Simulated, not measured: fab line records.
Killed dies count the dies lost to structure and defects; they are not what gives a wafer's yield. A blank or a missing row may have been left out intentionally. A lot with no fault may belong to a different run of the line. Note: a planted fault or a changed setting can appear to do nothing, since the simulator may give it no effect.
Which of the tools did it? | flow berkeley cmos170 | 7 lots with 21 wafers sampled at 3 steps, on a route of 331 steps

## WHAT THE GAUGES READ, wafer by wafer
UCB170_PVT_TW_MEAS_09.
lot  | measured    | on            | PVT_TW
L288 | day 6 04:58 | film metro-01 | 511.0 509.6 508.2
L290 | day 6 05:14 | film metro-02 | 508.7 506.3 506.0
L297 | day 7 10:52 | film metro-04 | 447.8 448.1 448.9
L300 | day 8 06:44 | film metro-01 | 504.7 504.4 503.0
L299 | day 8 06:59 | film metro-02 | 502.0 502.6 500.4
L304 | day 9 16:11 | film metro-02 | 502.7 501.9 507.4
L305 | day 9 15:50 | film metro-01 | 508.2 505.1 511.0

## WHICH TOOL RAN EACH LOT (tool, then ch and the chambers of the sampled wafers, then the start)
lot  | UCB170_PVT_IMPLANT_07          | UCB170_PVT_STRIP_08
L288 | implanter-01 ch 0, day 6 04:44 | plasma asher-02 ch 0, day 6 04:52
L290 | implanter-03 ch 0, day 6 05:02 | plasma asher-03 ch 0,1, day 6 05:08
L297 | implanter-03 ch 0, day 7 10:37 | plasma asher-01 ch 0,1, day 7 10:45
L300 | implanter-01 ch 0, day 8 06:29 | plasma asher-02 ch 0,1, day 8 06:38
L299 | implanter-04 ch 0, day 8 06:45 | plasma asher-01 ch 0,1, day 8 06:53
L304 | implanter-04 ch 0, day 9 15:58 | plasma asher-01 ch 0,1, day 9 16:07
L305 | implanter-04 ch 0, day 9 15:35 | plasma asher-01 ch 0,1, day 9 15:44
- UCB170_PVT_IMPLANT_07
- UCB170_PVT_STRIP_08: strips in O2.

## THE ANSWER, worked out from the rows above alone
Rule: what is usual is taken from the lots themselves. The widest of any qualifying gaps counts: lots, ordered by their means at a reading, are off when they make up no more than a third of the lots, leave a main group of 4 or more, and stand apart from it by 3 or more times the standard deviation of that group's means. If all means in a main group match to the digits the tables above print for the reading, that group is not used. Also off: a lot with no number at a reading for which 4 or more lots have one. Where the step has rows for the other lots, those lots are counted as sound.
Off: L297, seen at UCB170_PVT_TW_MEAS_09 (PVT_TW). Mean 505.7 and standard deviation 2.7 in the main group.
A tool fits if, at a process step before that reading, it ran every lot that is off, and no sound lot after the first of them. Those tools and the gauges at UCB170_PVT_TW_MEAS_09 are tried in the same way. 2 tools fit, implanter-03 at UCB170_PVT_IMPLANT_07 and film metro-04 at UCB170_PVT_TW_MEAS_09, so this cannot tell which one it is.

## WHAT THE SIMULATOR HAD INSERTED
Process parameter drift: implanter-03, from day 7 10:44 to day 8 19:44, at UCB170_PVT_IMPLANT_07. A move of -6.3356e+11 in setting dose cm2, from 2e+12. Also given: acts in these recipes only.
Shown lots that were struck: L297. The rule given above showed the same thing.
